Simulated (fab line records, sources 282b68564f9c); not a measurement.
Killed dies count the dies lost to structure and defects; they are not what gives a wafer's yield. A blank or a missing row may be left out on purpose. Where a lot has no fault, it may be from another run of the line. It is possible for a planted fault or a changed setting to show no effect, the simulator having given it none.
fab line records | flow rit-cmos
[record] lots = 14 | wafers = 42 | last-day = 7
route steps=202 shown CONTACT@180 M1@202
lots that met no fault: taken from a fault-free run of the same line
start-h: start of the lot's first displayed wafer, in hours after the record's first day | wait-h: hours since the lot's step before | " repeats the value in the row above | L1.1+2: a row that stands for several wafers | - no value, or no start given | * or withheld: withheld | < > ~ a bound
route shown NAME@n: a module of which the file shows steps, and the number in the route of the first | usual: the fault-free wafers' mean and standard deviation | same: alike in all rows | chamber/n: place in a boat | sites: each site's reading | _std_site: how widely they spread, as a standard deviation | _edge_site: outer sites' mean less inner sites' | radius-mm: how far each site lies from the wafer's centre | mask NAME#n: copy n | behind: the most recent tool/chamber to have shaped the wafer | hold: what put the lot on hold/how long, in hours/how the hold closed | device: which transistor (n, p or np) failed to switch | end of line: tests of these same wafers at the route's end | a step given without rows: its recipe and nothing more | killed: the dies lost at the first sort to structure and to defects; this is not the yield of the wafer | map: the dies of a wafer, with x for killed, . for not killed, _ for no die there
set.NAME: the setting that was run; set.NAME@STEP: the one run at that earlier step | model.NAME: the simulator's own value behind a step, which no gauge read
a sample of lots followed through the steps of the route, with each step as a table and each wafer as a row
services: a tool's chamber out of use, with start hour (start-h, from the record's first day; less than 0 if before it), hours out, and reason
[[steps]]
[step RIT_CONTACT_STRIP_12]
[recipe] chemistry = O2 | time-s = 180 | resist = NOVOLAK | platen-temp-c = withheld | power-w = 500 | pressure-mtorr = 4000 | o2-flow-sccm = 4000
[usual] chamber-pressure-mTorr = 3999/3.3 | drypump-motor-current-A = 5.8/0.59 | run-length-s = 208.20/0.27
lot.wafer | tool            | chamber | start-h | wait-h | chamber-pressure-mTorr | drypump-motor-current-A | rf-hours-counter-h | run-length-s
L197.1    | plasma-asher-04 | 0       | 62.27   | 0.1    | 3999                   | 6.0                     | 45                 | 207.89
L197.2    | "               | 1       | "       | "      | 4000                   | 5.8                     | 45                 | 208.39
L197.6    | "               | 0       | "       | "      | 3996                   | 6.0                     | -                  | 208.44
L199.1    | plasma-asher-01 | 1       | 68.55   | 0.1    | 3999                   | 6.5                     | 44                 | 208.30
L199.4    | "               | 0       | "       | "      | 4000                   | 5.2                     | -                  | 207.92
L199.5    | "               | 1       | "       | "      | 3997                   | 6.5                     | -                  | 208.28
L202.1    | plasma-asher-04 | 0       | 86.62   | 0.1    | 3994                   | 6.0                     | 48                 | 208.33
L202.2    | "               | 1       | "       | "      | 4005                   | 5.8                     | 48                 | 207.99
L202.3    | "               | 1       | "       | "      | 3998                   | 5.8                     | -                  | 208.18
L203.1    | plasma-asher-01 | 0       | 90.10   | 0.1    | 4004                   | 5.2                     | 47                 | 207.83
L203.3    | "               | 0       | "       | "      | 4000                   | 5.2                     | -                  | 208.03
L203.4    | "               | 1       | "       | "      | 3997                   | 6.5                     | -                  | 208.23
L204.1    | plasma-asher-03 | 0       | 98.24   | 0.1    | 4000                   | 6.4                     | 27                 | 208.11
L204.2    | "               | 1       | "       | "      | 4001                   | 4.9                     | 27                 | 208.14
L204.4    | "               | 1       | "       | "      | 3995                   | 4.9                     | -                  | 208.50
L205.3    | plasma-asher-01 | 0       | 99.65   | 0.2    | 4002                   | 5.2                     | -                  | 208.19
L205.5    | "               | 1       | "       | "      | 3994                   | 6.5                     | -                  | 208.59
L205.6    | "               | 0       | "       | "      | 3997                   | 5.2                     | -                  | 208.42
L206.1    | plasma-asher-04 | 0       | 107.08  | 0.1    | 3999                   | 6.0                     | 50                 | 208.43
L206.3    | "               | 1       | "       | "      | 3993                   | 5.8                     | -                  | 208.09
L206.5    | "               | 1       | "       | "      | 3996                   | 5.7                     | -                  | 208.20
L207.2    | plasma-asher-01 | 0       | 115.14  | 0.1    | 3998                   | 5.2                     | 50                 | 208.01
L207.4    | "               | 0       | "       | "      | 4007                   | 5.2                     | -                  | 208.02
L207.5    | "               | 0       | "       | "      | 4001                   | 5.2                     | -                  | 208.34
L209.2    | plasma-asher-04 | 0       | 121.74  | 0.1    | 4008                   | 6.1                     | 52                 | 208.14
L209.3    | "               | 1       | "       | "      | 4003                   | 5.8                     | -                  | 208.02
L209.5    | "               | 1       | "       | "      | 4004                   | 5.8                     | -                  | 208.34
L210.1    | plasma-asher-04 | 0       | 123.53  | 0.1    | 4001                   | 6.0                     | 53                 | 223.00
L210.2    | "               | 1       | "       | "      | 4002                   | 5.8                     | 53                 | 222.28
L210.3    | "               | 0       | "       | "      | 3999                   | 6.0                     | -                  | 222.08
L211.1    | plasma-asher-01 | 1       | 134.18  | 0.1    | 3998                   | 6.5                     | 53                 | 208.09
L211.5    | "               | 0       | "       | "      | 3998                   | 5.2                     | -                  | 208.33
L211.6    | "               | 1       | "       | "      | 4002                   | 6.5                     | -                  | 208.42
L214.1    | plasma-asher-01 | 0       | 145.99  | 0.1    | 3998                   | 5.2                     | 54                 | 208.04
L214.4    | "               | 0       | "       | "      | 3999                   | 5.2                     | -                  | 208.16
L214.5    | "               | 1       | "       | "      | 4001                   | 6.5                     | -                  | 208.38
L215.4    | plasma-asher-04 | 1       | 148.15  | 0.1    | 3999                   | 5.8                     | -                  | 223.19
L215.5    | "               | 0       | "       | "      | 3998                   | 6.0                     | -                  | 222.07
L215.6    | "               | 1       | "       | "      | 4000                   | 5.7                     | -                  | 222.35
L218.2    | plasma-asher-03 | 0       | 167.63  | 0.1    | 3996                   | 6.4                     | 31                 | 208.00
L218.4    | "               | 1       | "       | "      | 3995                   | 4.8                     | -                  | 208.53
L218.6    | "               | 1       | "       | "      | 3998                   | 4.8                     | -                  | 208.52
[step RIT_M1_PROBE_99]
[usual] killed-at-contacts = 0.0/0.22 | killed-at-front-end = 7/3.3 | killed-dies = 7/3.3 | killed-open = 3.3/1.9 | killed-short = 3.6/2.1
[same] gross-dies = 264 | killed_at_M0_to_M3 = 0 | killed_at_M4_up = 0 | killed-at-back-side = 0 | killed-at-other = 0
lot.wafer | tool      | chamber | start-h | wait-h | killed-at-contacts | killed-at-front-end | killed-dies | killed-open | killed-short
L206.5    | prober-01 | -       | 112.08  | 0.2    | 0                  | 4                   | 4           | 2           | 2
// killed by level:class
L206.5 FOX2:geometric-particle:open=1 GATE:geometric-particle:short=1 REOX:geometric-particle:open=1 SILICIDE:geometric-particle:short=1
[[services]]
tool            | chamber | start-h | hours | kind
plasma-asher-03 | -       | 41.25   | 0.8   | repair
plasma-asher-03 | -       | 99.91   | 28.1  | pm
plasma-asher-01 | -       | 129.07  | 1.5   | repair
plasma-asher-03 | -       | 136.23  | 5.4   | repair
plasma-asher-04 | -       | 166.80  | 0.8   | repair
[[key]]
[first-sign] step = RIT_CONTACT_STRIP_12 | reading = run-length-s | direction = up | sigmas = 54 | usual = * | struck = *
effect none on later readings
met-at RIT_CONTACT_STRIP_12
struck-lots L210,L215
tester-left-out L210,L215
onset-between 121.74 123.53
[fault] kind = process-parameter-drift | tool = plasma-asher-04 | chamber = - | onset-h = 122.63 | steps = RIT_CONTACT_STRIP_12 | channel = time-s | offset = * | shape = step | end-h = 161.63 | acts-in = * | stated = *
// tester-left-out: of these lots the tester's yield and bins aren't shown, on N5 and GAA mostly nor the transistor test; their killed dies are dies lost to structure and defects alone, not to doping, threshold or leakage, so they don't give the yield
